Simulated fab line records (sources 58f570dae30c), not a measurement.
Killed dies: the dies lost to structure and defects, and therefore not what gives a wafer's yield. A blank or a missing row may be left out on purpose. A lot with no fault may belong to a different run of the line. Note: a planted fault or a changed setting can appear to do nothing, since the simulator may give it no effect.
fab line records | flow berkeley_cmos170
[record] lots = 15 wafers = 45 last_day = 11
route steps=331 shown NWELL@27 PWELL@48 ACTIVE@66 GATE@140
lots with no fault: from the same line, run without faults
start_h: hours from the record's opening day to when the first of the lot's shown wafers began | wait_h: time in hours since the lot's previous step | " the same as in the row above | L1.1+2: a single row standing in for several wafers | - no value present, or no start provided | * or withheld: withheld | < > ~ a bound
route shown NAME@n: NAME is a module with steps in the file, n the number in the route of the first one | usual: mean/standard deviation of fault-free wafers | same: alike in all rows | chamber/n: place in a boat | sites: the reading at each site | _std_site: the values' standard deviation | _edge_site: outer sites' mean less inner sites' | radius_mm: how far each site lies from the wafer's centre | mask NAME#n: copy n | behind: the tool/chamber that last shaped the wafer | hold: the reason the lot was held/the length of the hold in hours/how it ended | device: the n, p or np transistor that did not switch | end of line: the tests these same wafers got at the end of their route | where a step has no rows: the recipe by itself | killed: not the wafer's yield, but the dies lost to structure and defects at the first sort | map: a wafer's dies, marking killed ones x, the rest . and places with no die _
set.NAME: the setting that was run; set.NAME@STEP: the one run at that earlier step | model.NAME: the simulator's own value behind a step, which no gauge read
a sample of lots followed through the steps of the route, with each step as a table and each wafer as a row
services: when a tool's chamber went out of use (start_h, in hours from the record's first day, below 0 if earlier), for how many hours, and the reason
[[steps]]
[step UCB170_NWELL_ETCH_13]
[recipe] chemistry = CH3F/Ar/O2 target = Si3N4 stop_on = SiO2 CH3F_flow_sccm = 20 Ar_flow_sccm = 50 O2_flow_sccm = 7 pressure_mtorr = 50 rf_w = 450 target_depth_a = 2464 over_etch_frac = 0.1 time_s = 154
[usual] CH3F_flow_sccm = 20.00/0.06 O2_flow_sccm = 6.999/0.021 drypump_motor_current_A = 5.7/0.4 oes_product_au = 0.941/0.015 throttle_valve_pct = 8.08/0.11
// columns lot.wafer tool chamber start_h wait_h CH3F_flow_sccm O2_flow_sccm drypump_motor_current_A oes_product_au rf_hours_counter_h throttle_valve_pct
L371.2 rie_diel-03 3 36.18 0.0 19.98 7.012 5.6 0.935 2 8.16
L371.3 " 0 " " 19.94 7.005 5.0 0.944 82 8.01
L371.5 " 3 " " 20.06 7.015 5.5 0.934 - 8.15
L375.2 rie_diel-02 1 54.17 0.0 20.04 7.022 5.6 0.920 4 8.06
L375.4 " 3 " " 20.00 6.989 5.7 0.955 74 7.98
L375.6 " 3 " " 19.94 6.969 5.6 0.961 - 7.98
L377.3 rie_diel-03 0 59.15 0.0 - - - - - -
L377.4 " 2 " " - - - - - -
L377.6 " 0 " " - - - - - -
L376.1 rie_diel-02 3 59.27 0.0 - - - - - -
L376.3 " 0 " " - - - - - -
L376.5 " 3 " " - - - - - -
L378.3 rie_diel-01 0 66.83 0.0 - - - - - -
L378.5 " 1 " " - - - - - -
L378.6 " 2 " " - - - - - -
L381.3 rie_diel-01 0 85.06 0.0 19.92 7.009 6.0 0.934 111 8.09
L381.4 " 3 " " 19.92 7.023 5.0 0.959 136 7.89
L381.6 " 3 " " 19.92 7.016 5.0 0.962 - 7.89
L382.1 rie_diel-01 3 89.93 0.0 20.01 7.021 5.0 0.981 137 7.88
L382.2 " 1 " " 19.96 7.016 5.6 0.957 15 8.16
L382.5 " 2 " " 19.98 6.974 6.4 0.954 - 8.33
L383.1 rie_diel-03 0 90.21 0.0 20.05 6.986 5.0 0.937 84 8.02
L383.2 " 3 " " 20.12 6.972 5.5 0.923 5 8.17
L383.6 " 0 " " 20.00 7.006 5.1 0.933 - 8.02
L384.2 rie_diel-02 1 98.57 0.0 19.97 7.031 5.6 0.912 6 8.07
L384.3 " 0 " " 19.96 6.997 6.1 0.927 40 8.24
L384.5 " 3 " " 20.06 7.025 5.6 0.950 - 7.98
L385.1 rie_diel-02 0 107.49 0.0 19.99 6.993 6.1 0.928 40 8.23
L385.2 " 3 " " 20.03 6.984 5.6 0.936 77 7.96
L385.3 " 1 " " 19.89 6.962 5.6 0.916 7 8.07
L387.2 rie_diel-02 1 115.63 0.0 19.94 7.014 5.6 0.909 7 8.06
L387.5 " 1 " " 19.94 7.001 5.6 0.908 - 8.05
L387.6 " 2 " " 19.89 7.003 6.1 0.942 - 7.98
L388.3 rie_diel-01 1 115.90 0.0 19.98 7.020 5.6 0.937 17 8.16
L388.4 " 2 " " 19.96 6.994 6.4 0.941 35 8.30
L388.5 " 1 " " 20.10 6.983 5.6 0.935 - 8.15
L389.3 rie_diel-01 1 121.04 0.0 19.98 7.008 5.6 0.942 17 8.15
L389.4 " 3 " " 20.00 7.008 5.0 0.967 138 7.85
L389.5 " 3 " " 19.97 6.992 5.0 0.975 - 7.88
L391.1 rie_diel-03 2 129.58 0.0 19.89 6.971 5.8 0.927 136 8.17
L391.4 " 0 " " 20.14 7.017 5.0 0.931 - 8.02
L391.6 " 2 " " 19.99 6.984 5.8 0.918 - 8.17
L393.1 rie_diel-03 1 139.25 0.0 20.01 7.025 5.7 0.939 124 8.09
L393.3 " 2 " " 20.02 7.011 5.8 0.939 137 8.18
L393.5 " 0 " " 20.01 6.986 5.0 0.949 - 8.03
[step UCB170_NWELL_STRIP_15]
[recipe] chemistry = O2 power_w = 400 pressure_mtorr = 3500 platen_temp_c = withheld o2_flow_sccm = 400 overash_fraction = 0.5
[usual] drypump_motor_current_A = 5.7/0.66 oes_product_au = 0.721/0.0045 strip_time_to_endpoint_s = 17.98/0.077
// columns lot.wafer tool chamber start_h wait_h drypump_motor_current_A oes_product_au rf_hours_counter_h strip_time_to_endpoint_s
L371.2 plasma_asher-04 0 36.43 0.1 6.5 0.718 30 18.04
L371.3 " 0 " " 6.5 0.716 - 18.01
L371.5 " 1 " " 5.8 0.727 - 18.03
L375.2 plasma_asher-02 1 54.42 0.1 5.5 0.721 25 18.04
L375.4 " 0 " " 6.5 0.721 - 17.98
L375.6 " 1 " " 5.5 0.722 - 17.92
L377.3 plasma_asher-04 0 59.43 0.1 6.6 0.740 - 21.78
L377.4 " 1 " " 5.8 0.740 - 21.66
L377.6 " 1 " " 5.8 0.742 - 21.66
L376.1 plasma_asher-02 0 59.55 0.1 6.5 0.730 25 21.54
L376.3 " 0 " " 6.4 0.743 - 21.56
L376.5 " 1 " " 5.5 0.734 - 21.59
L378.3 plasma_asher-02 0 67.12 0.1 6.5 0.732 - 21.60
L378.5 " 0 " " 6.5 0.744 - 21.61
L378.6 " 1 " " 5.5 0.737 - 21.61
L381.3 plasma_asher-01 1 85.34 0.1 4.9 0.717 - 17.92
L381.4 " 0 " " 4.9 0.717 - 18.03
L381.6 " 0 " " 4.9 0.727 - 17.89
L382.1 plasma_asher-04 1 90.18 0.1 5.8 0.725 36 17.86
L382.2 " 0 " " 6.6 0.721 36 17.98
L382.5 " 0 " " 6.6 0.720 - 18.00
L383.1 plasma_asher-02 0 90.46 0.1 6.5 0.716 29 17.93
L383.2 " 1 " " 5.5 0.718 29 18.04
L383.6 " 0 " " 6.5 0.721 - 18.02
L384.2 plasma_asher-01 0 98.82 0.1 4.9 0.719 38 18.11
L384.3 " 1 " " 4.8 0.716 - 18.09
L384.5 " 1 " " 4.8 0.719 - 18.08
L385.1 plasma_asher-04 1 107.74 0.1 5.8 0.725 38 18.06
L385.2 " 0 " " 6.5 0.719 38 18.10
L385.3 " 1 " " 5.8 0.723 - 17.96
L387.2 plasma_asher-02 0 115.88 0.1 6.5 0.715 32 18.03
L387.5 " 1 " " 5.5 0.724 - 18.02
L387.6 " 0 " " 6.5 0.723 - 18.11
L388.3 plasma_asher-01 0 116.19 0.1 4.9 0.717 - 17.94
L388.4 " 1 " " 4.8 0.718 - 17.92
L388.5 " 1 " " 4.8 0.723 - 17.93
L389.3 plasma_asher-02 0 121.33 0.1 6.5 0.721 - 18.06
L389.4 " 1 " " 5.5 0.720 - 18.10
L389.5 " 1 " " 5.5 0.721 - 17.99
L391.1 plasma_asher-04 0 129.83 0.1 6.5 0.715 1 17.93
L391.4 " 0 " " 6.5 0.717 - 17.87
L391.6 " 0 " " 6.5 0.720 - 17.89
L393.1 plasma_asher-01 0 139.50 0.1 4.9 0.724 43 17.96
L393.3 " 1 " " 4.8 0.717 - 18.00
L393.5 " 0 " " 4.9 0.719 - 17.99
[step UCB170_PWELL_ETCH_14]
[recipe] chemistry = CH3F/Ar/O2 target = Si3N4 stop_on = SiO2 CH3F_flow_sccm = 20 Ar_flow_sccm = 50 O2_flow_sccm = 7 pressure_mtorr = 50 rf_w = 450 target_depth_a = 2420 over_etch_frac = 0.1 time_s = 151
[usual] CH3F_flow_sccm = 20.00/0.062 O2_flow_sccm = 7.001/0.019 drypump_motor_current_A = 5.8/0.39 oes_product_au = 0.945/0.016 throttle_valve_pct = 8.12/0.13
// columns lot.wafer tool chamber start_h wait_h CH3F_flow_sccm O2_flow_sccm drypump_motor_current_A oes_product_au rf_hours_counter_h throttle_valve_pct
L371.2 rie_diel-01 1 50.93 0.0 19.95 6.996 5.6 0.937 13 8.13
L371.3 " 2 " " 20.05 7.021 6.4 0.948 32 8.31
L371.5 " 2 " " 20.12 7.010 6.4 0.945 - 8.31
L375.2 rie_diel-01 2 73.99 0.0 20.00 7.006 6.4 0.960 33 8.32
L375.4 " 1 " " 20.12 6.969 5.6 0.940 15 8.15
L375.6 " 3 " " 19.96 6.982 5.0 0.962 - 7.88
L381.3 rie_diel-01 1 103.59 0.0 20.06 7.002 5.5 0.943 16 8.15
L381.4 " 0 " " 19.93 7.032 6.0 0.950 112 8.09
L381.6 " 3 " " 20.05 7.019 5.0 0.971 - 7.88
L382.1 rie_diel-04 3 106.09 0.0 19.96 6.989 5.9 0.968 59 8.18
L382.2 " 2 " " 20.01 6.987 6.2 0.935 15 8.13
L382.5 " 1 " " 19.93 6.980 5.8 0.945 - 8.24
L383.1 rie_diel-01 1 106.37 0.0 20.05 6.989 5.6 0.949 16 8.14
L383.2 " 2 " " 19.90 7.011 6.4 0.968 35 8.31
L383.6 " 1 " " 20.01 7.018 5.6 0.937 - 8.14
L384.2 rie_diel-02 2 111.37 0.0 20.07 6.997 6.1 0.946 151 7.97
L384.3 " 3 " " 20.03 6.984 5.6 0.948 77 7.97
L384.5 " 1 " " 20.01 7.002 5.6 0.894 - 8.07
L385.1 rie_diel-02 3 123.75 0.0 19.91 7.004 5.6 0.955 78 7.99
L385.2 " 1 " " 19.98 6.982 5.6 0.922 8 8.06
L385.3 " 0 " " 20.07 6.986 6.1 0.938 41 8.23
L388.3 rie_diel-02 3 132.25 0.0 19.97 6.989 5.6 0.958 79 7.96
L388.4 " 0 " " 19.97 7.009 6.1 0.937 41 8.22
L388.5 " 2 " " 20.02 7.014 6.1 0.944 - 7.99
L387.2 rie_diel-01 1 132.52 0.0 20.00 7.018 5.6 0.935 17 8.14
L387.5 " 1 " " 20.03 7.011 5.6 0.940 - 8.15
L387.6 " 0 " " 19.94 7.000 6.0 0.950 - 8.10
L389.3 rie_diel-04 0 137.42 0.0 19.91 7.041 5.7 0.950 95 8.15
L389.4 " 1 " " 20.13 6.991 5.9 0.936 32 8.24
L389.5 " 0 " " 19.95 7.014 5.7 0.937 - 8.17
L391.1 rie_diel-04 0 146.00 0.0 19.89 7.019 5.7 0.937 95 8.17
L391.4 " 2 " " 20.03 7.012 6.2 0.929 17 8.12
L391.6 " 0 " " 19.96 7.004 5.7 0.930 - 8.15
L393.1 rie_diel-01 1 156.16 0.0 19.91 6.968 5.6 0.948 19 8.15
L393.3 " 3 " " 20.03 6.997 5.0 0.966 140 7.88
L393.5 " 1 " " 20.04 6.974 5.6 0.937 - 8.15
[step UCB170_ACTIVE_THK_MEAS_06]
[recipe] reads = Si3N4_of_ACTIVE_CVD_05
[usual] ACTIVE_NITRIDE_THK = 219.6/2
// columns lot.wafer tool chamber start_h wait_h ACTIVE_NITRIDE_THK[nm]
L371.2 film_metro-03 - 74.98 0.0 219.8
L371.3 " - " " 219.5
L371.5 " - " " 219.2
L375.2 film_metro-01 - 103.02 0.0 222.4
L375.4 " - " " 220.4
L375.6 " - " " 222.8
L381.3 film_metro-03 - 128.08 0.0 219.2
L381.4 " - " " 222.2
L381.6 " - " " 220.1
L382.1 film_metro-01 - 129.97 0.0 220.3
L382.2 " - " " 220.0
L382.5 " - " " 219.4
L383.1 film_metro-03 - 129.97 0.0 222.4
L383.2 " - " " 222.1
L383.6 " - " " 222.0
L384.2 film_metro-04 - 136.86 0.0 216.9
L384.3 " - " " 218.0
L384.5 " - " " 218.2
L385.1 film_metro-03 - 147.86 0.0 221.2
L385.2 " - " " 222.4
L385.3 " - " " 221.0
L388.3 film_metro-01 - 158.83 0.0 220.2
L388.4 " - " " 217.8
L388.5 " - " " 220.6
L387.2 film_metro-04 - 163.99 0.0 219.1
L387.5 " - " " 217.8
L387.6 " - " " 218.7
L389.3 film_metro-01 - 164.03 0.0 220.1
L389.4 " - " " 219.4
L389.5 " - " " 221.7
L391.1 film_metro-01 - 169.89 0.0 221.1
L391.4 " - " " 221.1
L391.6 " - " " 221.0
L393.1 film_metro-04 - 177.80 0.0 216.3
L393.3 " - " " 215.1
L393.5 " - " " 216.1
[step UCB170_GATE_ETCH_14]
[recipe] chemistry = N2/H2 target_depth_a = withheld overetch_a = withheld target = BARC time_s = withheld source_w = 500 bias_w = 100 pressure_mtorr = 30 n2_flow_sccm = 100 h2_flow_sccm = 200
[usual] bias_w = 99.97/0.27 chamber_pressure_mTorr = 30.002/0.028 drypump_motor_current_A = 5.76/0.29 oes_product_au = 0.999/0.019 throttle_valve_pct = 13.44/0.14
// columns lot.wafer tool chamber start_h wait_h bias_w chamber_pressure_mTorr drypump_motor_current_A oes_product_au throttle_valve_pct
L371.2 rie_diel-03 1 126.98 0.0 99.86 30.009 5.70 0.999 13.32
L371.3 " 2 " " 99.99 30.046 5.82 0.988 13.50
L371.5 " 1 " " 100.17 29.968 5.71 1.000 13.32
L375.2 rie_diel-03 3 149.75 0.0 100.22 30.018 5.55 1.000 13.59
L375.4 " 0 " " 100.14 29.996 5.06 0.999 13.20
L375.6 " 2 " " 100.05 30.013 5.82 1.014 13.50
L383.1 rie_diel-04 1 179.56 0.0 100.00 29.975 5.86 0.988 13.63
L383.2 " 2 " " 99.89 30.039 6.17 0.992 13.40
L383.6 " 1 " " 99.55 30.030 5.85 0.983 13.62
L381.3 rie_diel-03 3 179.87 0.0 99.91 30.017 5.56 1.005 13.57
L381.4 " 1 " " 99.71 29.941 5.67 0.984 13.33
L381.6 " 3 " " 99.86 29.983 5.56 0.998 13.57
L382.1 rie_diel-02 1 179.99 0.0 100.10 29.988 5.62 0.991 13.36
L382.2 " 3 " " 99.59 30.030 5.63 1.029 13.17
L382.5 " 3 " " 99.38 30.025 5.64 1.026 13.16
L384.2 rie_diel-02 3 187.51 0.0 100.06 30.035 5.64 1.017 13.17
L384.3 " 2 " " 100.53 29.988 6.13 0.975 13.23
L384.5 " 1 " " 100.25 30.017 5.61 0.974 13.37
L385.1 rie_diel-04 3 193.96 0.0 99.99 29.998 5.89 1.056 13.49
L385.2 " 0 " " 99.68 29.985 5.69 0.986 13.49
L385.3 " 1 " " 100.19 29.985 5.88 0.991 13.64
L388.3 rie_diel-03 2 205.77 0.0 99.84 30.019 5.81 0.992 13.50
L388.4 " 3 " " 99.47 30.004 5.55 0.992 13.57
L388.5 " 1 " " 99.82 29.958 5.72 0.986 13.33
L389.3 rie_diel-02 1 211.83 0.0 100.26 29.976 5.62 0.989 13.37
L389.4 " 2 " " 99.88 29.994 6.11 0.990 13.22
L389.5 " 3 " " 99.72 29.972 5.64 1.023 13.19
L391.1 rie_diel-03 1 212.03 0.0 100.44 29.954 5.71 0.995 13.32
L391.4 " 2 " " 99.77 29.993 5.82 0.989 13.50
L391.6 " 2 " " 99.85 30.018 5.82 0.990 13.50
L387.2 rie_diel-04 0 212.75 0.0 100.58 30.025 5.68 0.977 13.49
L387.5 " 1 " " 100.10 30.018 5.85 1.003 13.63
L387.6 " 0 " " 100.22 30.001 5.68 0.990 13.50
L393.1 rie_diel-03 2 219.99 0.0 100.04 29.999 5.83 0.988 13.50
L393.3 " 3 " " 99.57 30.035 5.55 0.998 13.57
L393.5 " 1 " " 99.84 29.992 5.63 0.987 13.34
[[services]]
// columns tool chamber start_h hours kind
rie_diel-01 0 44.43 12.2 repair
rie_diel-04 3 45.36 8.3 repair
rie_diel-02 1 59.94 3.0 repair
rie_diel-02 0 60.03 10.7 repair
rie_diel-01 3 68.72 2.0 repair
plasma_asher-04 - 80.90 0.6 repair
rie_diel-04 1 84.70 4.6 repair
plasma_asher-04 - 84.77 2.8 pm
rie_diel-04 2 87.80 15.6 repair
plasma_asher-04 - 108.75 9.0 pm
rie_diel-03 3 122.07 18.9 repair
plasma_asher-01 - 150.84 1.0 repair
rie_diel-03 1 153.25 4.5 repair
plasma_asher-04 - 160.31 15.6 pm
plasma_asher-02 - 169.86 0.7 repair
rie_diel-01 3 171.07 14.4 repair
rie_diel-02 2 171.44 - clean
rie_diel-02 2 171.44 12.8 scheduled_down
rie_diel-01 2 195.64 4.6 repair
plasma_asher-01 - 196.21 2.0 repair
rie_diel-04 3 201.22 1.5 repair
rie_diel-04 1 202.19 10.0 repair
plasma_asher-02 - 205.58 7.6 repair
rie_diel-03 0 213.47 9.2 repair
[[key]]
[first_sign] step = UCB170_NWELL_ETCH_13 reading = tool_record direction = missing
[effect] step = UCB170_NWELL_STRIP_15 reading = strip_time_to_endpoint_s direction = up sigmas = 48 usual = * struck = *
met_at UCB170_NWELL_ETCH_13
struck_lots L376,L377,L378
later_rows_left_out L376.1,L376.3,L376.5,L377.3,L377.4,L377.6,L378.3,L378.5,L378.6
sort_left_out L376.1,L376.3,L376.5,L377.3,L377.4,L377.6,L378.3,L378.5,L378.6
tester_left_out L376,L377,L378
not_acting_at UCB170_PWELL_ETCH_14,UCB170_ACTIVE_THK_MEAS_06,UCB170_GATE_ETCH_14
onset_between 54.17 59.15
[fault] kind = skipped_step_whole tool = rie_diel-01,rie_diel-02,rie_diel-03 chamber = - onset_h = 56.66 steps = UCB170_NWELL_ETCH_13 scope = struck_lots_only
// tester_left_out: of these lots the tester's yield and bins aren't shown, on N5 and GAA mostly nor the transistor test; their killed dies are dies lost to structure and defects alone, not to doping, threshold or leakage, so they don't give the yield
// sort_left_out: the simulated sort isn't trusted on such a fault, so these wafers' sort isn't shown, and their yield isn't known
// later_rows_left_out: the simulator's readings of these wafers behind a module that went badly wrong aren't trusted and aren't shown, but for the sort
